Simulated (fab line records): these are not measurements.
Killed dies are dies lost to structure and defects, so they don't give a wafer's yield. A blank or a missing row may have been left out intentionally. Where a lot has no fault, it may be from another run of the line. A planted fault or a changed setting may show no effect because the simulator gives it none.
A struck lot beside a sound one + flow berkeley-cmos170 + 15 steps out of a route of 331
Sound: the wafers L121.1, L121.2, L121.6. The struck wafers were L134.1, L134.5, L134.6. The cause is named last.
For every step that has rows: the tool of each side, followed by ch and its chambers, followed by its first start. Under that, the readings that differ: sound wafers + struck wafers + difference of the means + sigmas: that difference in standard deviations of wafers without a fault.
alike: a reading whose means differ by less than 2 such deviations, as well as words and numbers matching on both sides. not compared: withheld readings; readings where some wafer has no value; bounds like >300 that might hide an equal value; numbers whose values overlap and for which the record gives no deviation.
A row with sigmas, a row that says differs or no value, or rows on one side alone: a step with any of these is where the two part. Numbers that have no deviation but don't overlap get no sigmas and don't part them. A reading that every wafer of one side lacks parts them only if that side has two wafers or more.

first, 2 steps without rows for these wafers: UCB170_PWELL_ANNEAL_04 (time 900 s); UCB170_PWELL_CVD_05 (deposits Si3N4 from SiH2Cl2/NH3, target thk 220 nm, time 3300 s).
UCB170_PWELL_THK_MEAS_06:
  struck on film-metro-03, day 6 20:38; sound on film-metro-02, day 4 06:17
| reading                | sound             | struck            | difference | sigmas |
|------------------------|-------------------|-------------------|------------|--------|
| PWELL_NITRIDE_THK (nm) | 220.5 221.6 219.2 | 223.2 225.8 226.3 | +4.7       | +3     |
then, 6 steps without rows for these wafers: UCB170_PWELL_HMDS_07 (prime time 60 s); UCB170_PWELL_COAT_08 (resist thk 900 nm); UCB170_PWELL_SOFTBAKE_09 (time 60 s); UCB170_PWELL_EXPOSE_10 (exposes mask PWELL, target cd 3000 nm); UCB170_PWELL_PEB_11; UCB170_PWELL_DEVELOP_12 (develop time 45 s).
UCB170_PWELL_OVL_MEAS_13:
  struck on overlay-02, day 6 22:19; sound on overlay-02, day 4 08:24
  alike: PWELL_OVL
UCB170_PWELL_ETCH_14: etches Si3N4 in CH3F/Ar/O2, stops on SiO2, target depth 242 nm, time 151 s.
  sound on rie-diel-01 ch 0,1,3, day 4 08:26; struck on rie-diel-04 ch 0,1, day 6 22:22
  alike: O2_flow_sccm, drypump-motor-current-A, oes-product-au, throttle-valve-pct
  not compared: rf-hours-counter-h
after that, 1 step had no rows for these wafers: UCB170_PWELL_IMPLANT_15.
UCB170_PWELL_STRIP_16: strips in O2.
  sound on plasma-asher-04 ch 0,1, day 4 08:41; struck on plasma-asher-02 ch 0,1, day 6 22:37
| reading               | sound             | struck            | difference | sigmas |
|-----------------------|-------------------|-------------------|------------|--------|
| oes-product-au (a.u.) | 0.720 0.717 0.715 | 0.663 0.666 0.657 | -0.055     | -13    |
| overash-fraction      | 0.5 0.5 0.5       | 0.7 0.7 0.7       | +0.2       |        |
  alike: drypump-motor-current-A, strip-time-to-endpoint-s
  not compared: rf-hours-counter-h
UCB170_PWELL_TW_MEAS_17:
  struck on film-metro-04, day 6 22:43; sound on film-metro-02, day 4 08:47
| reading  | sound       | struck      | difference | sigmas |
|----------|-------------|-------------|------------|--------|
| PWELL_TW | 378 379 380 | 386 387 386 | +7         | +2     |
UCB170_M3_PROBE_99:
  the record holds rows for the sound wafers here (prober-01, day 9 18:48) but none for the struck ones

WHERE THEY PART
At UCB170_PWELL_THK_MEAS_06 first; at UCB170_M3_PROBE_99 last (within this record only).

WHY: what had been put in by the simulator
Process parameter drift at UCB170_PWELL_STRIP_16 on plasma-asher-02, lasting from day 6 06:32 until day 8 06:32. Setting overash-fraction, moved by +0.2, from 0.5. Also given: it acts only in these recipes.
